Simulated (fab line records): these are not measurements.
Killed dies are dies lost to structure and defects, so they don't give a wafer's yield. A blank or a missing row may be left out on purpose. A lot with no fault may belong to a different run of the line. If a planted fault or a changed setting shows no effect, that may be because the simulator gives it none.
2 desks looking at one fault    flow rit-cmos    what lay behind the numbers comes last; until then each desk has only its own

== DESK OF THE TOOL OWNER: implanter-02 ==
The tool's own readings at RIT_PRETRO_IMPLANT_08: means of the sampled wafers that have a number, for each lot that ran on this tool. If a lot's mean is further than 4 standard deviations from the usual mean, the lot is out of limits and carries the mark OUT (the distance appears in the brackets).
Columns: A = beam-on-s at RIT_PRETRO_IMPLANT_08, usual 10.00 s; B = dose-ions-cm2 at RIT_PRETRO_IMPLANT_08, usual 1.2002e+13; C = faraday-current-uA at RIT_PRETRO_IMPLANT_08, usual 38.1
lot   first seen here  A      B                             C
L609  day 2 21:52      10.01  1.1988e+13                    38.0
L615  day 4 02:17      9.76   1.1995e+13                    39.1
L617  day 4 10:43      9.99   1.1986e+13                    38.1
L618  day 4 15:08      10.17  9.9700e+12 (-99 or more) OUT  31.0 (-9.9) OUT
L619  day 4 21:04      10.10  9.9740e+12 (-99 or more) OUT  31.3 (-9.4) OUT
L620  day 5 01:34      10.04  9.9710e+12 (-99 or more) OUT  31.4 (-9.3) OUT
This desk's verdict: out of limits on L618, L619, L620, starting with L618 at day 4 15:08 (dose-ions-cm2 at RIT_PRETRO_IMPLANT_08). Within limits: L609, L615, L617.

== THE METROLOGY DESK ==
What the gauges read, lot by lot, whatever tool the lot ran on: means of the sampled wafers that have a number. If a lot's mean is further than 4 standard deviations from the usual mean, the lot is out of limits and carries the mark OUT (the distance appears in the brackets).
Columns: A = FOX1_OXIDE_THK at RIT_FOX1_THK_MEAS_01, usual 354 nm; B = PRETRO_TW at RIT_PRETRO_TW_MEAS_10, usual 477
lot   first seen here  A    B
L607  day 1 19:04      355  471
L608  day 1 23:56      363  482
L609  day 2 05:41      346  471
L615  day 3 10:49      353  481
L616  day 3 16:55      348  483
L617  day 3 19:47      358  477
L618  day 4 00:55      343  454
L619  day 4 06:40      353  456
L620  day 4 11:45      357  448 (-4.4) OUT
L621  day 4 14:55      350  464
L623  day 5 02:43      352  475
L625  day 5 12:14      361  464
L626  day 5 18:06      362  466
L628  day 6 03:44      359  483
L630  day 6 11:59      355  482
This desk's finding: out of limits on L620; first on L620, day 5 01:53 (PRETRO_TW at RIT_PRETRO_TW_MEAS_10). Within limits: L607, L608, L609, L615, L616, L617, L618, L619, L621, L623, L625, L626, L628, L630.

== PUT TOGETHER ==
The tool owner's desk could have raised an alarm at day 4 15:08, on L618, L619, L620.
An alarm was possible from the metrology desk at day 5 01:53, on L620.
The metrology desk has L618, L619 on record, within its limits.
On implanter-02, each named lot ran RIT_PRETRO_IMPLANT_08.

== WHAT THE SIMULATOR HAD INSERTED ==
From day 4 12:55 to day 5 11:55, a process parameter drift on implanter-02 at RIT_PRETRO_IMPLANT_08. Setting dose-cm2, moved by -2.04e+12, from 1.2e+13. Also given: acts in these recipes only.
Lots struck among those shown: L618, L619, L620.
Fault start to first reading out of limits, in hours, per desk: tool owner, 2; metrology, 13.
